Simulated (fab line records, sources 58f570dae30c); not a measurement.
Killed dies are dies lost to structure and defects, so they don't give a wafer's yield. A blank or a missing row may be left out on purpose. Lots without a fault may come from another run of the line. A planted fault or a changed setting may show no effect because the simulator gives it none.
Which tool did it? | flow berkeley_cmos170 | 14 lots, 42 wafers sampled, at 4 steps of a route of 331

WHAT THE GAUGES READ, wafer by wafer
The record holds no reading of a measuring or inspecting step that can be judged against a usual standard deviation.

WHICH TOOL RAN EACH LOT (tool, then ch and the chambers of the sampled wafers, then the start)
lot  | UCB170_GATE_ETCH_15              | UCB170_PLDD_STRIP_10                 | UCB170_BACKSIDE_STRIP_03             | UCB170_SDANNEAL_RTA_01
L885 | rie_si-02 ch 0,1,3, day 6 00:51  | plasma_asher-04 ch 0,1, day 6 02:59  | plasma_asher-04 ch 0,1, day 6 16:55  | rtp_anneal-02 ch 0, day 6 17:20
L883 | rie_si-01 ch 0,1,2, day 6 01:04  | plasma_asher-03 ch 0,1, day 6 03:22  | plasma_asher-04 ch 1, day 6 17:31    | rtp_anneal-02 ch 0, day 6 17:52
L884 | rie_si-02 ch 0,1,3, day 6 01:11  | plasma_asher-04 ch 0, day 6 03:38    | plasma_asher-03 ch 0,1, day 6 17:10  | rtp_anneal-01 ch 0, day 6 17:34
L886 | rie_si-01 ch 0,1, day 6 08:52    | plasma_asher-04 ch 0,1, day 6 13:52  | plasma_asher-04 ch 1, day 7 01:28    | rtp_anneal-01 ch 0, day 7 01:49
L887 | rie_si-02 ch 0,1,3, day 6 09:01  | plasma_asher-03 ch 0,1, day 6 14:05  | plasma_asher-01 ch 0,1, day 7 01:34  | rtp_anneal-02 ch 0, day 7 01:59
L891 | rie_si-01 ch 0,2,3, day 8 05:56  | plasma_asher-01 ch 0,1, day 8 08:34  | plasma_asher-03 ch 0,1, day 8 19:14  | rtp_anneal-02 ch 0, day 8 19:37
L894 | rie_si-02 ch 1,2,3, day 8 05:59  | plasma_asher-03 ch 0,1, day 8 08:26  | plasma_asher-01 ch 0,1, day 8 18:35  | rtp_anneal-02 ch 0, day 8 19:03
L893 | rie_si-01 ch 2,3, day 8 06:13    | plasma_asher-03 ch 0,1, day 8 08:45  | plasma_asher-01 ch 0,1, day 8 19:05  | rtp_anneal-02 ch 0, day 8 19:27
L902 | rie_si-01 ch 0,1,3, day 10 08:50 | plasma_asher-01 ch 0,1, day 10 11:24 | plasma_asher-04 ch 0,1, day 10 22:26 | rtp_anneal-02 ch 0, day 10 22:48
L901 | rie_si-02 ch 1,2,3, day 10 08:51 | plasma_asher-03 ch 0,1, day 10 11:17 | plasma_asher-04 ch 0,1, day 10 22:39 | rtp_anneal-01 ch 0, day 10 23:12
L903 | rie_si-02 ch 1,2, day 10 17:28   | plasma_asher-04 ch 0,1, day 10 19:26 | plasma_asher-03 ch 0,1, day 11 05:32 | rtp_anneal-01 ch 0, day 11 05:52
L904 | rie_si-01 ch 1,2,3, day 10 17:47 | plasma_asher-01 ch 0,1, day 10 19:41 | plasma_asher-04 ch 0,1, day 11 06:05 | rtp_anneal-02 ch 0, day 11 06:27
L905 | rie_si-01 ch 0,1,2, day 11 07:08 | plasma_asher-01 ch 0,1, day 11 09:50 | plasma_asher-03 ch 1, day 11 22:14   | rtp_anneal-01 ch 0, day 11 22:37
L906 | rie_si-02 ch 1,2, day 11 07:16   | plasma_asher-01 ch 1, day 11 10:08   | plasma_asher-04 ch 0, day 11 22:46   | rtp_anneal-01 ch 0, day 11 23:11
- UCB170_GATE_ETCH_15: etches poly-Si in HBr/Cl2, stops on SiO2, time 56.3 s, target depth 278.2 nm.
- UCB170_PLDD_STRIP_10: strips in O2.
- UCB170_BACKSIDE_STRIP_03: strips in O2.
- UCB170_SDANNEAL_RTA_01: time 5 s.

WHAT THE TOOLS THEMSELVES READ (means of the sampled wafers that have a number; where no wafer has one, the mark that the record gives instead)
UCB170_GATE_ETCH_15. Usual: bias_w 150.1 W, standard deviation 0.49; drypump_motor_current_A 5.9 A, standard deviation 0.34; he_backside_leak_sccm 3.03 sccm, standard deviation 0.3; oes_product_au 0.830 a.u., standard deviation 0.014; throttle_valve_pct 26.27 %, standard deviation 0.17.
lot  | tool      | bias_w (W) | drypump_motor_current_A (A) | he_backside_leak_sccm (sccm) | oes_product_au (a.u.) | throttle_valve_pct (%) | flag
L885 | rie_si-02 | 150.1      | 5.9                         | 3.19                         | 0.826                 | 26.34                  |
L883 | rie_si-01 | 150.6      | 5.8                         | 3.09                         | 0.826                 | 26.28                  |
L884 | rie_si-02 | 149.7      | 5.9                         | 3.18                         | 0.823                 | 26.34                  |
L886 | rie_si-01 | 149.6      | 6.1                         | 2.95                         | 0.820                 | 26.45                  |
L887 | rie_si-02 | 150.3      | 5.9                         | 3.13                         | 0.843                 | 26.34                  |
L891 | rie_si-01 | 150.7      | 5.9                         | 2.99                         | 0.830                 | 26.14                  |
L894 | rie_si-02 | 150.4      | 5.7                         | 3.09                         | 0.835                 | 26.34                  |
L893 | rie_si-01 | 150.2      | 5.9                         | 3.00                         | 0.837                 | 26.05                  |
L902 | rie_si-01 | 150.0      | 6.1                         | 2.92                         | 0.821                 | 26.29                  |
L901 | rie_si-02 | 150.0      | 5.7                         | 3.07                         | 0.827                 | 26.33                  |
L903 | rie_si-02 | 149.5      | 5.9                         | 2.91                         | 0.851                 | 26.29                  |
L904 | rie_si-01 | 149.9      | 6.1                         | 3.18                         | 0.831                 | 26.21                  |
L905 | rie_si-01 | 150.6      | 5.8                         | 2.98                         | 0.828                 | 26.29                  |
L906 | rie_si-02 | 150.2      | 5.9                         | 2.94                         | 0.846                 | 26.29                  |

UCB170_PLDD_STRIP_10. Usual: drypump_motor_current_A 5.5 A, standard deviation 0.64; o2_flow_sccm 399.8 sccm, standard deviation 1.2; oes_product_au 0.734 a.u., standard deviation 0.0048; strip_time_to_endpoint_s 21.66 s, standard deviation 0.066.
lot  | tool            | drypump_motor_current_A (A) | o2_flow_sccm (sccm) | oes_product_au (a.u.) | strip_time_to_endpoint_s (s) | flag
L885 | plasma_asher-04 | 5.2                         | 399.5               | 0.734                 | 21.70                        |
L883 | plasma_asher-03 | 5.5                         | 398.7               | 0.732                 | 21.67                        |
L884 | plasma_asher-04 | 4.8                         | 399.1               | 0.730                 | 21.64                        |
L886 | plasma_asher-04 | 5.2                         | 399.8               | 0.732                 | 21.73                        |
L887 | plasma_asher-03 | 5.5                         | 400.8               | 0.734                 | 21.63                        |
L891 | plasma_asher-01 | 5.4                         | 400.9               | 0.736                 | 21.75                        |
L894 | plasma_asher-03 | 6.0                         | 400.5               | 0.735                 | 21.67                        |
L893 | plasma_asher-03 | 6.0                         | 399.6               | 0.737                 | 21.65                        |
L902 | plasma_asher-01 | 5.4                         | 399.5               | 0.733                 | 21.56                        |
L901 | plasma_asher-03 | 6.0                         | 399.9               | 0.734                 | 21.71                        |
L903 | plasma_asher-04 | 5.6                         | 400.2               | 0.729                 | 21.79                        |
L904 | plasma_asher-01 | 5.4                         | 400.4               | 0.739                 | 21.72                        |
L905 | plasma_asher-01 | 5.2                         | 400.3               | 0.729                 | 21.75                        |
L906 | plasma_asher-01 | 5.5                         | 399.3               | 0.737                 | 21.62                        |

UCB170_BACKSIDE_STRIP_03. Usual: drypump_motor_current_A 5.5 A, standard deviation 0.62; o2_flow_sccm 400.2 sccm, standard deviation 1.3; oes_product_au 0.734 a.u., standard deviation 0.0043; strip_time_to_endpoint_s 22.00 s, standard deviation 0.065.
lot  | tool            | drypump_motor_current_A (A) | o2_flow_sccm (sccm) | oes_product_au (a.u.) | strip_time_to_endpoint_s (s) | flag
L885 | plasma_asher-04 | 5.6                         | 399.9               | 0.733                 | 21.94                        |
L883 | plasma_asher-04 | 6.0                         | 400.9               | 0.731                 | 21.99                        |
L884 | plasma_asher-03 | 5.5                         | 399.8               | 0.736                 | 22.04                        |
L886 | plasma_asher-04 | 6.0                         | 398.3               | 0.735                 | 22.08                        |
L887 | plasma_asher-01 | 5.4                         | 399.8               | 0.731                 | 21.94                        |
L891 | plasma_asher-03 | 5.5                         | 399.7               | 0.729                 | 22.10                        |
L894 | plasma_asher-01 | 5.2                         | 400.3               | 0.256                 | 36.59                        | OFF
L893 | plasma_asher-01 | 5.4                         | 402.1               | 0.495                 | 29.35                        | OFF
L902 | plasma_asher-04 | 5.2                         | 401.1               | 0.734                 | 21.94                        |
L901 | plasma_asher-04 | 5.1                         | 399.7               | 0.733                 | 21.94                        |
L903 | plasma_asher-03 | 5.5                         | 401.2               | 0.732                 | 22.09                        |
L904 | plasma_asher-04 | 5.2                         | 400.2               | 0.734                 | 21.99                        |
L905 | plasma_asher-03 | 5.0                         | 400.3               | 0.731                 | 21.92                        |
L906 | plasma_asher-04 | 4.8                         | 399.1               | 0.737                 | 22.01                        |

UCB170_SDANNEAL_RTA_01. Usual: lamp_power_pct 42 %, standard deviation 6.7; wafer_temp_C_max 1055.6, standard deviation 1.2.
lot  | tool          | lamp_power_pct (%) | wafer_temp_C_max | flag
L885 | rtp_anneal-02 | 49                 | 1056.0           |
L883 | rtp_anneal-02 | 49                 | 1054.9           |
L884 | rtp_anneal-01 | 36                 | 1055.8           |
L886 | rtp_anneal-01 | 36                 | 1056.0           |
L887 | rtp_anneal-02 | 49                 | 1055.2           |
L891 | rtp_anneal-02 | 49                 | 1055.5           |
L894 | rtp_anneal-02 | 49                 | 1054.3           |
L893 | rtp_anneal-02 | 49                 | 1055.2           |
L902 | rtp_anneal-02 | 49                 | 1054.4           |
L901 | rtp_anneal-01 | 36                 | 1055.8           |
L903 | rtp_anneal-01 | 36                 | 1056.9           |
L904 | rtp_anneal-02 | 49                 | 1055.4           |
L905 | rtp_anneal-01 | 36                 | 1056.0           |
L906 | rtp_anneal-01 | 36                 | 1055.3           |

THE ANSWER, worked out from the rows above alone
Rule: a lot is off if the mean of its wafers that have a number lies more than 3 standard deviations from the usual mean. A lot without any number at a reading at which 4 lots or more have one is off too. The other lots that the step has rows for count as sound. The gauges are gone through in route order, then the tools' own readings, and for those a lot's mean is taken as printed above. The first step at which some lot is off is used, and at that step the reading that is off furthest; a lot without a number counts as furthest.
Off: L894, L893, at UCB170_BACKSIDE_STRIP_03 (strip_time_to_endpoint_s).
A tool fits if, at that step or a process step before it, it ran every lot that is off, and no sound lot after the first of them. One fits: plasma_asher-01 at UCB170_BACKSIDE_STRIP_03. Its last sound lot is L887 (day 7 01:34), its first lot that is off L894 (day 8 18:35): a fault that began between those two fits.
The tool's own readings at UCB170_BACKSIDE_STRIP_03 bear it out: on the lots that are off they differ by more than 5 times the standard deviation of the sound lots' means. oes_product_au reads 0.376 a.u. there against 0.733 a.u. on the sound lots; strip_time_to_endpoint_s reads 32.97 s there against 22.00 s on the sound lots.

WHAT THE SIMULATOR HAD PUT IN
Process parameter drift: plasma_asher-01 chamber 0, from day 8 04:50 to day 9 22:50, at UCB170_BACKSIDE_STRIP_03. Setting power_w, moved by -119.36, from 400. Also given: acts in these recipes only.
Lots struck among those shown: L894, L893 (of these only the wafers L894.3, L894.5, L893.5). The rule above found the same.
